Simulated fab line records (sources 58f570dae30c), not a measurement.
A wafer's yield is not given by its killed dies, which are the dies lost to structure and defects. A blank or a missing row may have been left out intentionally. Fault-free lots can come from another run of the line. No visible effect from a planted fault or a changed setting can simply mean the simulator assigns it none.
Chamber matching	flow berkeley-cmos170	UCB170_GATE_ETCH_15 on rie-si-02 has 4 sister chambers
The step etches poly-Si in HBr/Cl2, stops on SiO2, time 56.3 s, target depth 278.2 nm. 7 wafers are shown with their chamber, then 8 later ones without.

WAFERS, EACH WITH ITS CHAMBER
wafer	chamber	throttle-valve-pct (%)	drypump-motor-current-A (A)
L245.4	3	26.40	5.4
L251.4	2	27.09	5.3
L255.1	1	26.78	5.1
L255.2	0	26.64	5.2
L255.3	2	27.07	5.3
L256.1	0	26.63	5.2
L256.5	1	26.78	5.0

WAFERS WHOSE CHAMBER IS MISSING
wafer	throttle-valve-pct (%)	drypump-motor-current-A (A)
L256.6	27.08	5.3
L260.5	26.77	5.1
L265.2	26.64	5.2
L265.3	27.07	5.3
L265.6	26.77	5.1
L266.4	26.78	5.1
L266.5	26.78	5.1
L266.6	26.62	5.2

EACH ONE'S CHAMBER
wafer	from the rows above	in truth
L256.6	2	2
L260.5	1	1
L265.2	0	0
L265.3	2	2
L265.6	1	1
L266.4	1	1
L266.5	1	1
L266.6	0	0
Placed correctly: 8 of 8. Left unplaced by these rows: 0. 0 placed wrongly.
How it was worked out, from the rows above alone: a wafer's distance from a chamber is the root of the sum, over the readings, of the square of ((its reading less the chamber's mean) divided by the reading's scatter). If the next closest chamber is less than 2 further off than the closest, the wafer can't be placed; otherwise it belongs to the closest. The mean given for a chamber averages the wafers shown for that chamber. The scatter: the root of (the sum of the squares of (reading less its chamber's mean) over the shown wafers, divided by (wafers less chambers)).
